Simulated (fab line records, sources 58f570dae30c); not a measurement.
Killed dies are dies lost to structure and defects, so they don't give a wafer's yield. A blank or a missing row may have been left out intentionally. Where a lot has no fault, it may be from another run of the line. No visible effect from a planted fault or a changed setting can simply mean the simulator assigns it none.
Struck lot and sound lot, side by side / flow berkeley_cmos170 / 21 out of 331 route steps
Sound: wafers L595.1, L595.4, L595.5. Wafers L608.1, L608.2, L608.5 were the ones struck. At the end, the cause is stated.
Order at every step that has rows: each side's tool, ch and its chambers, its first start. Under that, the readings that differ: sound wafers / struck wafers / difference of the means / sigmas: that difference in standard deviations of wafers without a fault.
alike: same words and numbers on both sides, and readings whose means sit less than 2 such deviations apart. not compared: any withheld reading, any reading some wafer has no value for, any bound like >300 that may hide the same value, and any number with overlapping values for which the record gives no deviation.
Wherever a step has rows on one side only, a row that says differs or no value, or a row with sigmas, the two part there. When numbers do not overlap yet have no deviation, they are printed without sigmas and do not part them. A reading missing from all wafers of one side parts the sides only when that side holds two or more wafers.

first, 1 step without rows for these wafers: UCB170_M2_PRE_CLEAN_00 (preclean etch time 60 s).
UCB170_M2_SPUTTER_01: material Al, target thk 900 nm, time 120 s.
  sound on pvd_sputter-01 at day 8 21:28; struck on pvd_sputter-03 at day 11 09:56
  alike: cathode_dc_power_W, throttle_valve_pct
UCB170_M2_RS_MEAS_02: a four-point-probe measurement.
  sound on film_metro-01 at day 8 21:33; struck on film_metro-03 at day 11 10:01
  alike: M2_AL_RS
UCB170_M2_THK_MEAS_03: measures by xrf.
  sound on film_metro-01 at day 8 21:40; struck on film_metro-03 at day 11 10:08
  alike: M2_AL_THK
then, 3 steps without rows for these wafers: UCB170_M2_HMDS_04 (prime time 60 s); UCB170_M2_COAT_05 (resist thk 900 nm); UCB170_M2_SOFTBAKE_06 (time 60 s).
UCB170_M2_STRIP_07: strips in O2.
  sound on plasma_asher-01 ch 0,1, day 8 22:56; struck on plasma_asher-02 ch 0,1, day 11 10:59
  alike: drypump_motor_current_A, oes_product_au, strip_time_to_endpoint_s
  not compared: rf_hours_counter_h
then, 4 steps without rows for these wafers: UCB170_M2_STRIP_08 (strips KrF in DMSO, time 600 s); UCB170_M2_COAT_09; UCB170_M2_COAT_10 (resist thk 900 nm); UCB170_M2_SOFTBAKE_11 (time 60 s).
UCB170_M2_EXPOSE_12: exposes mask METAL2, target cd 700 nm.
  sound on krf_scanner-01 ch 0, day 8 23:54; struck on krf_scanner-02 ch 0, day 11 12:25
reading=exposure_dose_mJ_cm2; sound=26.026 25.979 25.999; struck=25.509 25.503 25.511; difference=-0.494; sigmas=-21
  alike: mask
then, 2 steps without rows for these wafers: UCB170_M2_PEB_13; UCB170_M2_DEVELOP_14 (develop time 45 s).
UCB170_M2_CD_MEAS_15: the cd target is 700 nm.
  sound on cd_sem-01 at day 9 00:19; struck on cd_sem-02 at day 11 12:53
reading=cd_nm (nm); sound=699.0 699.1 701.0; struck=674.1 692.0 687.1; difference=-15.3; sigmas=-11
UCB170_M2_OVL_MEAS_16:
  sound on overlay-01 at day 9 00:26; struck on overlay-02 at day 11 13:01
  alike: M2_OVL
UCB170_M2_ETCH_17: etches BARC in N2/H2.
  sound on rie_diel-01 ch 0,2, day 9 00:29; struck on rie_diel-04 ch 0,2,3, day 11 13:03
reading=model.M2.cd_nm (nm); sound=698.3 699.1 700.5; struck=674.3 692 687.6; difference=-14.7; sigmas=
  alike: bias_w, drypump_motor_current_A, oes_product_au, throttle_valve_pct
UCB170_M2_METAL_ETCH_18: etches Al in Cl2/BCl3, stops on SiO2, target depth 1170 nm, time 195 s.
  sound on rie_metal-03 ch 0,1, day 9 00:31; struck on rie_metal-04 ch 0, day 11 13:05
reading=model.M2.cd_nm (nm); sound=698.3 698.4 698.8; struck=672.8 692.3 688.6; difference=-13.9; sigmas=
  alike: bias_w, drypump_motor_current_A, oes_product_au, throttle_valve_pct
  not compared: rf_hours_counter_h
UCB170_M2_STRIP_19: strips in O2.
  sound on plasma_asher-01 ch 0,1, day 9 00:43; struck on plasma_asher-02 ch 0,1, day 11 13:28
  alike: drypump_motor_current_A, oes_product_au
  not compared: rf_hours_counter_h
UCB170_M3_PROBE_99:
  only the struck wafers here have rows in the record (prober-02, day 11 18:55); the sound ones have none

## WHERE THEY PART
At UCB170_M2_EXPOSE_12 first; at UCB170_M3_PROBE_99 last (within this record only).

WHY: the cause the simulator had injected
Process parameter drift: krf_scanner-02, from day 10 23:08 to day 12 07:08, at UCB170_M2_EXPOSE_12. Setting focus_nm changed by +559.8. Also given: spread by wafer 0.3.
